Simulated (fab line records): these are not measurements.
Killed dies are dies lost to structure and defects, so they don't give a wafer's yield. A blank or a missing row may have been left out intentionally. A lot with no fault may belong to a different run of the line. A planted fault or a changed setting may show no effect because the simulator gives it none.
Split-lot experiment / flow berkeley_cmos170 / 23 wafers read from 5 lots, route of 331 steps

== ABOUT THE SPLIT ==
At UCB170_NSD_IMPLANT_08, the setting dose_cm2 was moved away from the recipe's 3e+15 on 7 of the 23 wafers read, by -6.5% to +6.3%. The other wafers ran this setting at the recipe's value.

== FROM THE SPLIT TO THE READING: what the file shows between them, 3 steps ==
- UCB170_NSD_STRIP_09: strips in O2
- UCB170_NSD_CLEAN_11: cleans in SPM, time 600 s
- UCB170_SDANNEAL_RTA_01: time 5 s

== THE READING ==
NSD_RS, in ohm/sq, at UCB170_SDANNEAL_RS_MEAS_03 (measures by four-point-probe). A value of 37.27 ohm/sq with a standard deviation of 0.09 ohm/sq is what fault-free wafers of this fab line usually give.

wafer=L075.1; tool, chamber at the split=implanter-01, 0; dose_cm2 as run=2.805e+15; against the recipe=-6.5%; NSD_RS, ohm/sq=38.46; against lot-mates on the recipe=+1.21
wafer=L075.2; tool, chamber at the split=implanter-01, 0; dose_cm2 as run=3e+15; against the recipe=recipe; NSD_RS, ohm/sq=37.31; against lot-mates on the recipe=-
wafer=L075.3; tool, chamber at the split=implanter-01, 0; dose_cm2 as run=2.805e+15; against the recipe=-6.5%; NSD_RS, ohm/sq=38.55; against lot-mates on the recipe=+1.30
wafer=L075.5; tool, chamber at the split=implanter-01, 0; dose_cm2 as run=3e+15; against the recipe=recipe; NSD_RS, ohm/sq=37.26; against lot-mates on the recipe=-
wafer=L075.6; tool, chamber at the split=implanter-01, 0; dose_cm2 as run=3e+15; against the recipe=recipe; NSD_RS, ohm/sq=37.19; against lot-mates on the recipe=-
wafer=L077.2; tool, chamber at the split=implanter-01, 0; dose_cm2 as run=3.148e+15; against the recipe=+4.9%; NSD_RS, ohm/sq=36.50; against lot-mates on the recipe=-0.76
wafer=L077.3; tool, chamber at the split=implanter-01, 0; dose_cm2 as run=3e+15; against the recipe=recipe; NSD_RS, ohm/sq=37.37; against lot-mates on the recipe=-
wafer=L077.4; tool, chamber at the split=implanter-01, 0; dose_cm2 as run=3e+15; against the recipe=recipe; NSD_RS, ohm/sq=37.19; against lot-mates on the recipe=-
wafer=L077.5; tool, chamber at the split=implanter-01, 0; dose_cm2 as run=3.148e+15; against the recipe=+4.9%; NSD_RS, ohm/sq=36.51; against lot-mates on the recipe=-0.75
wafer=L077.6; tool, chamber at the split=implanter-01, 0; dose_cm2 as run=3e+15; against the recipe=recipe; NSD_RS, ohm/sq=37.22; against lot-mates on the recipe=-
wafer=L076.1; tool, chamber at the split=implanter-01, 0; dose_cm2 as run=3e+15; against the recipe=recipe; NSD_RS, ohm/sq=37.34; against lot-mates on the recipe=-
wafer=L076.3; tool, chamber at the split=implanter-01, 0; dose_cm2 as run=3e+15; against the recipe=recipe; NSD_RS, ohm/sq=37.28; against lot-mates on the recipe=-
wafer=L076.4; tool, chamber at the split=implanter-01, 0; dose_cm2 as run=3e+15; against the recipe=recipe; NSD_RS, ohm/sq=37.34; against lot-mates on the recipe=-
wafer=L076.5; tool, chamber at the split=implanter-01, 0; dose_cm2 as run=3e+15; against the recipe=recipe; NSD_RS, ohm/sq=37.20; against lot-mates on the recipe=-
wafer=L076.6; tool, chamber at the split=implanter-01, 0; dose_cm2 as run=3e+15; against the recipe=recipe; NSD_RS, ohm/sq=37.32; against lot-mates on the recipe=-
wafer=L079.1; tool, chamber at the split=implanter-03, 0; dose_cm2 as run=3e+15; against the recipe=recipe; NSD_RS, ohm/sq=37.37; against lot-mates on the recipe=-
wafer=L079.2; tool, chamber at the split=implanter-03, 0; dose_cm2 as run=3.188e+15; against the recipe=+6.3%; NSD_RS, ohm/sq=36.44; against lot-mates on the recipe=-0.98
wafer=L079.3; tool, chamber at the split=implanter-03, 0; dose_cm2 as run=3.188e+15; against the recipe=+6.3%; NSD_RS, ohm/sq=36.42; against lot-mates on the recipe=-0.99
wafer=L079.5; tool, chamber at the split=implanter-03, 0; dose_cm2 as run=3e+15; against the recipe=recipe; NSD_RS, ohm/sq=37.46; against lot-mates on the recipe=-
wafer=L079.6; tool, chamber at the split=implanter-03, 0; dose_cm2 as run=3.188e+15; against the recipe=+6.3%; NSD_RS, ohm/sq=36.45; against lot-mates on the recipe=-0.96
wafer=L084.1; tool, chamber at the split=implanter-01, 0; dose_cm2 as run=3e+15; against the recipe=recipe; NSD_RS, ohm/sq=37.36; against lot-mates on the recipe=-
wafer=L084.3; tool, chamber at the split=implanter-01, 0; dose_cm2 as run=3e+15; against the recipe=recipe; NSD_RS, ohm/sq=37.23; against lot-mates on the recipe=-
wafer=L084.6; tool, chamber at the split=implanter-01, 0; dose_cm2 as run=3e+15; against the recipe=recipe; NSD_RS, ohm/sq=37.32; against lot-mates on the recipe=-

FIT RESULTS
A straight line over all 23 wafers: NSD_RS changes by -0.16 ohm/sq for each +1% of dose_cm2; r = -0.99; the points scatter about the line by 0.094 ohm/sq.
The same after taking each lot's own level away (the mean of its wafers on the recipe; 23 wafers): -0.17 ohm/sq for each +1%; r = -0.99; scatter 0.074 ohm/sq.
The reading moves by 1.1 ohm/sq for the largest change in dose_cm2, on that fit.
From 37.253 to 37.415 ohm/sq: that is the span of the lots' own levels, equal to 1.8 times the standard deviation above.
So the lot-to-lot level changes the slope little: the two slopes agree.
Check: +1.11 ohm/sq against its lot-mates is what the line predicts for one of the wafers moved furthest among these (-6.5%) when that wafer is left out of the fit. Against them it came out at +1.21 ohm/sq.

== THE WHOLE CHAIN: every reading that the file lists as answering this split, in the file's order ==
step=UCB170_NSD_STRIP_09; what it does=strips in O2; reading=strip_time_to_endpoint_s; change (the file's fit)=withheld for each +1% of the setting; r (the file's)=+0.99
step=UCB170_SDANNEAL_RS_MEAS_03; what it does=measures by four-point-probe; reading=NSD_RS; change (the file's fit)=-0.17 for each +1% of the setting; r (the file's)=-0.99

== FILE'S OWN FIT ==
NSD_RS changes by -0.17 ohm/sq for each +1% of dose_cm2, r = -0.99.
